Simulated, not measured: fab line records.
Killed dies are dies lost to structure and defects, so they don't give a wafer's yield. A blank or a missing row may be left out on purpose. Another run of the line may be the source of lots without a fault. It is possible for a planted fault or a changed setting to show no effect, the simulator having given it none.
Which of the tools did it? + flow ritCmos + 39 wafers from 13 lots sampled at 2 of the route's 202 steps

## WHAT THE GAUGES READ, wafer by wafer
RIT_ACTIVE_THK_MEAS_04.
| lot  | measured    | on           | ACTIVE_NITRIDE_THK (nm) |
|------|-------------|--------------|-------------------------|
| L980 | day 1 19:38 | filmMetro-03 | 151.8 152.9 153.6       |
| L981 | day 2 00:21 | filmMetro-04 | 150.9 152.0 150.3       |
| L982 | day 2 06:18 | filmMetro-03 | 152.8 152.4 152.9       |
| L983 | day 2 09:42 | filmMetro-02 | 149.9 148.6 149.7       |
| L984 | day 2 18:13 | filmMetro-03 | 150.9 150.8 149.4       |
| L985 | day 2 22:34 | filmMetro-02 | 150.8 150.4 150.4       |
| L986 | day 3 00:35 | filmMetro-03 | 151.0 152.4 151.9       |
| L987 | day 3 05:32 | filmMetro-04 | 150.1 150.1 150.2       |
| L989 | day 3 15:49 | filmMetro-02 | 150.2 149.7 150.1       |
| L992 | day 4 07:44 | filmMetro-04 | 159.3 162.9 179.2       |
| L998 | day 5 15:05 | filmMetro-04 | 149.2 149.8 148.2       |
| L100 | day 5 22:41 | filmMetro-03 | 148.7 148.1 148.1       |
| L101 | day 6 04:29 | filmMetro-02 | 152.1 151.4 151.4       |

## WHAT TOOL EACH LOT RAN ON (gives the tool, then ch and the chambers of the sampled wafers, and finally the start)
| lot  | RIT_ACTIVE_CVD_03          |
|------|----------------------------|
| L980 | lpcvd-01 ch 0, day 1 18:13 |
| L981 | lpcvd-02 ch 1, day 1 22:56 |
| L982 | lpcvd-01 ch 0, day 2 04:53 |
| L983 | lpcvd-01 ch 1, day 2 08:16 |
| L984 | lpcvd-02 ch 1, day 2 16:49 |
| L985 | lpcvd-02 ch 1, day 2 21:09 |
| L986 | lpcvd-01 ch 0, day 2 23:10 |
| L987 | lpcvd-01 ch 1, day 3 04:07 |
| L989 | lpcvd-02 ch 0, day 3 14:22 |
| L992 | lpcvd-01 ch 1, day 4 06:18 |
| L998 | lpcvd-02 ch 0, day 5 13:41 |
| L100 | lpcvd-02 ch 1, day 5 21:16 |
| L101 | lpcvd-02 ch 0, day 6 03:04 |
- RIT_ACTIVE_CVD_03: deposits Si3N4 from SiH2Cl2/NH3, target thk 150 nm, time 1500 s.

## AS READ BY THE TOOLS THEMSELVES (means over the sampled wafers that have a number; for cases with no such wafer, the mark the record gives instead)
RIT_ACTIVE_CVD_03.
| lot  | tool     | spikeTcCentreC (C) | zonePowerCentrePct (%) |
|------|----------|--------------------|------------------------|
| L980 | lpcvd-01 | 812.2              | 32.1                   |
| L981 | lpcvd-02 | 811.8              | 31.1                   |
| L982 | lpcvd-01 | 812.1              | 32.1                   |
| L983 | lpcvd-01 | 811.3              | 36.9                   |
| L984 | lpcvd-02 | 812.0              | 31.2                   |
| L985 | lpcvd-02 | 811.0              | 31.1                   |
| L986 | lpcvd-01 | 812.2              | 32.0                   |
| L987 | lpcvd-01 | 812.5              | 36.9                   |
| L989 | lpcvd-02 | 814.3              | 37.3                   |
| L992 | lpcvd-01 | 839.1              | 46.9                   |
| L998 | lpcvd-02 | 814.0              | 37.6                   |
| L100 | lpcvd-02 | 811.7              | 30.8                   |
| L101 | lpcvd-02 | 813.9              | 37.3                   |

## THE ANSWER, worked out from the rows above alone
Rule: what is usual is taken from the lots themselves. Put in order of their means at a reading, lots are off if they are a third of the lots or fewer, leave a main group of 4 or more, and stand apart from it by a gap of 3 or more times the standard deviation of the main group's means; of several such gaps the widest counts. A main group whose means are all the same, to the digits that the tables above print for the reading, isn't used. A lot without any number at a reading at which 4 lots or more have one is off too. Any other lot the step has rows for is counted as sound. Order of review: gauges by route order, followed by the tools' own readings, for which a lot's mean as printed above is used. At the first step where some lot is off, the reading lying furthest off is the one used; lots without a number count as furthest.
Off: L992, at RIT_ACTIVE_THK_MEAS_04 (ACTIVE_NITRIDE_THK). Mean 150.6 nm and standard deviation 1.3 in the main group.
A tool fits if, at a process step before that reading, it ran every lot that is off, and no sound lot after the first of them. The gauges at RIT_ACTIVE_THK_MEAS_04 aren't tried: what is off there is off at RIT_ACTIVE_CVD_03 too, on other tools, and a gauge's error can't cause that. One fits: lpcvd-01 at RIT_ACTIVE_CVD_03. Its last sound lot is L987 (day 3 04:07), its first lot that is off L992 (day 4 06:18): a fault that began between those two fits.
On the lots that are off, the tool's own readings at RIT_ACTIVE_CVD_03 differ by more than 5 times the standard deviation of the sound lots' means, which bears it out; spikeTcCentreC reads 839.1 C there versus 812.4 C on the sound lots.

## WHAT THE SIMULATOR PUT IN
lpcvd-01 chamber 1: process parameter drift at RIT_ACTIVE_CVD_03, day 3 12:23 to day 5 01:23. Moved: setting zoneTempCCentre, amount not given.
Struck lots among those shown: L992. The same result came from the rule above.
